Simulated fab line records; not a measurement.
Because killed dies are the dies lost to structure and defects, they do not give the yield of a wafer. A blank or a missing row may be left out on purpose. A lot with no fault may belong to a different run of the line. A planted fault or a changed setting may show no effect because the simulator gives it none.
One fault seen from 2 desks | flow berkeley_cmos170 | every desk sees just its own numbers, and what lay behind them comes last

## METROLOGY DESK
What the gauges read, lot by lot, whatever tool the lot ran on: means of the sampled wafers that have a number. Any lot whose mean is over 4 standard deviations away from the usual mean is out of limits and marked OUT; that distance is given in the brackets.
Columns: A = NLDD_TW at UCB170_NLDD_TW_MEAS_11, usual 2197; B = NLDD_RS at UCB170_SDANNEAL_RS_MEAS_05, usual 616.1 ohm/sq; C = V1_BOW at UCB170_V1_BOW_MEAS_03, usual 19 um; D = cd_nm at UCB170_V2_CD_MEAS_90, usual 700.5 nm
lot  | first seen here | A               | B               | C  | D
L126 | day 6 19:50     | 2175            | 616.4           | 23 | 699.4
L125 | day 6 20:04     | 2208            | 615.4           | 21 | 699.7
L127 | day 7 19:20     | 2190            | 617.0           | 12 | 700.5
L129 | day 8 00:08     | 2205            | 617.5           | 23 | 700.4
L130 | day 8 00:34     | 2198            | 617.7           | 25 | 700.8
L133 | day 8 21:34     | 2205            | 616.8           | 12 | 701.5
L136 | day 9 02:25     | 2290 (+4.4) OUT | 538.3 (-49) OUT | 8  | 701.1
L138 | day 10 02:58    | 2304 (+5.1) OUT | 537.4 (-49) OUT | 20 | 702.2
L143 | day 10 09:17    | 2176            | 613.7           | 20 | 702.5
L142 | day 10 10:28    | 2173            | 614.9           | 17 | 700.7
L140 | day 10 10:43    | 2244            | 616.2           | 21 | 699.6
L144 | day 11 07:41    | 2199            | 618.1           | 15 | 701.3
L147 | day 11 15:05    | 2202            | 617.5           | 19 | 702.0
L146 | day 11 15:29    | 2197            | 615.9           | 18 | 702.1
Per this desk, out of limits: L136, L138; the first was L136, day 9 02:25 (NLDD_TW at UCB170_NLDD_TW_MEAS_11). L126, L125, L127, L129, L130, L133, L143, L142, L140, L144, L147, L146: within limits.

## THE TOOL OWNER'S DESK: implanter-02
The tool's own readings at UCB170_NLDD_IMPLANT_09, given as means over the sampled wafers that have a number, one for each lot that went through this tool. Any lot whose mean is over 4 standard deviations away from the usual mean is out of limits and marked OUT; that distance is given in the brackets.
Columns: A = dose_ions_cm2 at UCB170_NLDD_IMPLANT_09, usual 5.001e+13; B = faraday_current_uA at UCB170_NLDD_IMPLANT_09, usual 159
lot  | first seen here | A                           | B
L127 | day 7 19:05     | 4.994e+13                   | 162
L130 | day 8 00:19     | 4.998e+13                   | 158
L136 | day 9 02:11     | 7.252e+13 (+99 or more) OUT | 229 (+23) OUT
L138 | day 10 02:43    | 7.253e+13 (+99 or more) OUT | 225 (+21) OUT
This desk's finding: out of limits on L136, L138; first on L136, day 9 02:11 (dose_ions_cm2 at UCB170_NLDD_IMPLANT_09). L127, L130: within limits.

## ALL TOGETHER
At day 9 02:11, on L136, L138, the tool owner's desk was in a position to raise an alarm.
L136, L138 would have let the metrology desk raise an alarm at day 9 02:25.
All the named lots went through UCB170_NLDD_IMPLANT_09 on implanter-02.

## WHAT THE SIMULATOR PUT IN
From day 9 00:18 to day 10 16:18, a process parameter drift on implanter-02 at UCB170_NLDD_IMPLANT_09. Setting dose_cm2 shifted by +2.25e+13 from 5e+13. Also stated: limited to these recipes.
Struck lots among those shown: L136, L138.
Fault start to first reading out of limits, in hours, per desk: tool owner, 2; metrology, 2.
